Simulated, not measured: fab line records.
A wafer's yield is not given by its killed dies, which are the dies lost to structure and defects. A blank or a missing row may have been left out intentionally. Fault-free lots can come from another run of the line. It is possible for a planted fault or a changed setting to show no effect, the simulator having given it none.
A struck lot beside a sound one + flow berkeley-cmos170 + 13 steps out of a route of 331
Sound: these wafers, L139.3, L139.5, L139.6. Struck: wafers L141.3, L141.4, L141.6. At the end, the cause is stated.
Per side, at each step with rows, come the tool, then ch with its chambers, and then its first start. Under that, the readings that differ: sound wafers + struck wafers + difference of the means + sigmas: that difference in standard deviations of wafers without a fault.
alike: same words and numbers on both sides, and readings whose means sit less than 2 such deviations apart. not compared: any withheld reading, any reading some wafer has no value for, any bound like >300 that may hide the same value, and any number with overlapping values for which the record gives no deviation.
A row with sigmas, a row that says differs or no value, or rows on one side alone: a step with any of these is where the two part. Numbers that don't overlap but have no deviation are shown without sigmas and don't part them. A reading that every wafer of one side lacks parts them only if that side has two wafers or more.

UCB170_START_BOW_MEAS_00:
  sound on film-metro-03 at day 2 01:02; struck on film-metro-04 at day 2 11:02
  alike: INCOMING_BOW
then, 2 steps without rows for these wafers: UCB170_START_CLEAN_01 (cleans in dHF, time 60 s); UCB170_START_OXIDATION_02 (target thk 20 nm, ox time 1800 s).
UCB170_START_THK_MEAS_03:
  sound on film-metro-04 at day 2 06:12; struck on film-metro-04 at day 2 15:38
| reading              | sound          | struck         | difference | sigmas |
|----------------------|----------------|----------------|------------|--------|
| START_OXIDE_THK (nm) | 20.9 21.2 21.0 | 20.2 20.3 19.8 | -0.9       | -2     |
then, 6 steps without rows for these wafers: UCB170_START_ANNEAL_04 (time 1200 s); UCB170_ZERO_HMDS_00 (prime time 60 s); UCB170_ZERO_COAT_01 (resist thk 900 nm); UCB170_ZERO_SOFTBAKE_02 (time 60 s); UCB170_ZERO_EXPOSE_03 (exposes mask PM MARKS, target cd 4000 nm); UCB170_ZERO_PEB_04.
UCB170_ZERO_DEVELOP_05: develop time 45 s.
  sound on litho-track-04 ch 0, day 2 13:00; struck on litho-track-04 ch 0, day 2 21:00
| reading              | sound             | struck            | difference | sigmas |
|----------------------|-------------------|-------------------|------------|--------|
| developer-temp-C (C) | 21.08 20.98 21.07 | 21.71 21.78 21.76 | +0.71      | +6     |
UCB170_ZERO_ETCH_06: etches SiO2 in CHF3/CF4/Ar, time 12 s.
  sound on rie-diel-01 ch 1,2, day 2 13:51; struck on rie-diel-02 ch 0,3, day 2 22:04
  alike: drypump-motor-current-A, oes-product-au, throttle-valve-pct
  not compared: rf-hours-counter-h
-- the record jumps here: 7 days lie between the struck wafers' starts before and after (it left off in module ZERO and takes up again in module M3, whose first step shown is number 331 of the route) --
UCB170_M3_PROBE_99:
  rows exist in the record for the struck wafers here (prober-02, day 9 13:15), but not for the sound ones

## WHERE THEY PART
Last at UCB170_M3_PROBE_99 as far as this record goes, first at UCB170_START_THK_MEAS_03.

WHY: whatever the simulator had introduced
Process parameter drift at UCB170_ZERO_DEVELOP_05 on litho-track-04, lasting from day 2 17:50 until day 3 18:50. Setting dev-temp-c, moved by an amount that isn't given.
